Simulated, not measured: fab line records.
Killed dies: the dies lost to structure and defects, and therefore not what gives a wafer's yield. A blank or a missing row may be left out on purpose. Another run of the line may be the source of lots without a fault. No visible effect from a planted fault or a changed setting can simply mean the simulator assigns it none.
A single fault, viewed from 2 desks + flow rit cmos + each desk has only its own numbers; what lay behind them comes last

AT THE METROLOGY DESK
Lot by lot, what the gauges showed, no matter which tool ran the lot: averages of those sampled wafers that carry a number. Any lot whose mean is over 4 standard deviations away from the usual mean is out of limits and marked OUT; that distance is given in the brackets.
Columns: A = PLDD_OVL at RIT_PLDD_OVL_MEAS_06, usual 1.0 nm; B = M1_AL_THK at RIT_M1_THK_MEAS_02, usual 397 nm; C = cd nm at RIT_M1_CD_MEAS_90, usual 2600 nm
| lot  | first seen here | A    | B   | C    |
|------|-----------------|------|-----|------|
| L788 | day 2 20:10     | 1.8  | 397 | 2600 |
| L789 | day 3 00:22     | -0.3 | 401 | 2597 |
| L790 | day 3 07:01     | 1.1  | 402 | 2599 |
| L791 | day 3 11:16     | 2.2  | 397 | 2595 |
| L792 | day 3 15:38     | 0.7  | 395 | 2600 |
| L795 | day 4 07:31     | 1.5  | 400 | 2595 |
| L798 | day 4 20:40     | 0.9  | 395 | 2595 |
| L800 | day 5 07:41     | 0.5  | 400 | 2598 |
| L802 | day 5 17:16     | 0.5  | 394 | 2597 |
| L803 | day 5 21:02     | 0.8  | 394 | 2605 |
| L805 | day 6 09:08     | 0.9  | 398 | 2601 |
| L806 | day 6 13:29     | 1.6  | 399 | 2601 |
| L808 | day 7 02:05     | 1.8  | 392 | 2603 |
| L810 | day 7 09:31     | 0.4  | 393 | 2600 |
Result from this desk: across the 14 lots, nothing is out of limits.

AT THE TOOL OWNER'S DESK: rie metal-01
The tool's own readings at RIT_M1_METAL_ETCH_12 (etches Al in Cl2/BCl3, stops on SiO2, time 165 s, target depth 600 nm): means of the sampled wafers that have a number, for each lot that ran on this tool. Any lot whose mean is over 4 standard deviations away from the usual mean is out of limits and marked OUT; that distance is given in the brackets.
Columns: A = drypump motor current A at RIT_M1_METAL_ETCH_12, usual 5.7 A; B = oes product au at RIT_M1_METAL_ETCH_12, usual 0.780 a.u.; C = throttle valve pct at RIT_M1_METAL_ETCH_12, usual 8.19 %
| lot  | first seen here | A   | B     | C    |
|------|-----------------|-----|-------|------|
| L789 | day 3 12:09     | 5.7 | 0.774 | 8.21 |
| L792 | day 4 03:13     | 5.8 | 0.772 | 8.27 |
| L795 | day 4 19:16     | 5.7 | 0.729 | 8.21 |
| L798 | day 5 08:35     | 5.7 | 0.720 | 8.21 |
| L810 | day 7 21:43     | 5.7 | 0.767 | 8.21 |
Result from this desk: across the 5 lots, nothing is out of limits.

BROUGHT TOGETHER
At the metrology desk, nothing out of limits was observed.
The tool owner's desk saw nothing out of limits.

WHAT THE SIMULATOR HAD PUT IN
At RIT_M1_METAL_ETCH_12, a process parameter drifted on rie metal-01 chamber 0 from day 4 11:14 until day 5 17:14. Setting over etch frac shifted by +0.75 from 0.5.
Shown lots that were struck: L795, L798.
